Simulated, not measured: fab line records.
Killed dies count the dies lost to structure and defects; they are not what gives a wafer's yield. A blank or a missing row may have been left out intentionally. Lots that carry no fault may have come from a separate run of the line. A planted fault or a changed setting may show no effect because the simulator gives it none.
One fault through the eyes of 2 desks + flow berkeley cmos170 + each desk has only its own numbers; what lay behind them comes last

## AT THE TOOL OWNER'S DESK: implanter-02
The tool's own readings at UCB170_NVT_IMPLANT_07: means of the sampled wafers that have a number, for each lot that ran on this tool. Any lot whose mean is over 4 standard deviations away from the usual mean is out of limits and marked OUT; that distance is given in the brackets.
Columns: A = tilt deg at UCB170_NVT_IMPLANT_07, usual 7.002 degrees
| lot  | first seen here | A               |
|------|-----------------|-----------------|
| L486 | day 6 04:42     | 7.034           |
| L489 | day 6 10:18     | 6.981           |
| L490 | day 7 00:15     | 7.009           |
| L495 | day 7 23:48     | 4.936 (-98) OUT |
| L499 | day 9 00:15     | 4.946 (-98) OUT |
This desk finds L495, L499 out of limits, L495 being first, at day 7 23:48 (tilt deg at UCB170_NVT_IMPLANT_07). L486, L489, L490 stayed within limits.

## METROLOGY DESK
Means of the sampled wafers that have a number, per lot and without regard to the tool the lot ran on: this is what the gauges read. Any lot whose mean is over 4 standard deviations away from the usual mean is out of limits and marked OUT; that distance is given in the brackets.
Columns: A = NWELL_OVL at UCB170_NWELL_OVL_MEAS_12, usual 1 nm; B = ACTIVE_OXIDE_THK at UCB170_ACTIVE_THK_MEAS_03, usual 26.3 nm; C = NVT_OVL at UCB170_NVT_OVL_MEAS_06, usual -5 nm
| lot  | first seen here | A  | B    | C   |
|------|-----------------|----|------|-----|
| L484 | day 2 05:43     | -7 | 25.9 | -9  |
| L485 | day 2 14:58     | 8  | 26.1 | -8  |
| L486 | day 2 19:02     | 7  | 26.7 | -4  |
| L488 | day 3 01:55     | -0 | 26.9 | -3  |
| L489 | day 3 14:42     | 1  | 26.5 | -4  |
| L490 | day 3 15:13     | 1  | 27.3 | -10 |
| L491 | day 3 21:47     | 3  | 27.2 | -4  |
| L496 | day 4 14:46     | -4 | 26.9 | -8  |
| L495 | day 4 14:59     | 2  | 26.3 | 7   |
| L499 | day 5 05:08     | 2  | 26.0 | -7  |
| L501 | day 5 23:56     | -1 | 25.8 | -11 |
| L502 | day 6 00:14     | -0 | 26.3 | -10 |
| L503 | day 6 10:59     | -2 | 26.1 | -7  |
| L506 | day 7 04:10     | 6  | 26.4 | 10  |
This desk's finding: nothing out of limits on any of the 14 lots.

## PUT TOGETHER
An alarm could have come from the tool owner's desk at day 7 23:48, on L495, L499.
The metrology desk saw nothing out of limits.
The metrology desk holds a record of L495, L499, inside its limits.
Every lot named ran UCB170_NVT_IMPLANT_07 on implanter-02.

## WHAT THE SIMULATOR HAD INSERTED
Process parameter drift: implanter-02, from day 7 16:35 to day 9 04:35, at UCB170_NVT_IMPLANT_07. Setting tilt deg shifted by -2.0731 from 7. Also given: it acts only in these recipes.
Lots struck among those shown: L495, L499.
How many hours passed from the start of the fault until each desk's first out-of-limits reading: the tool owner's desk, 7.
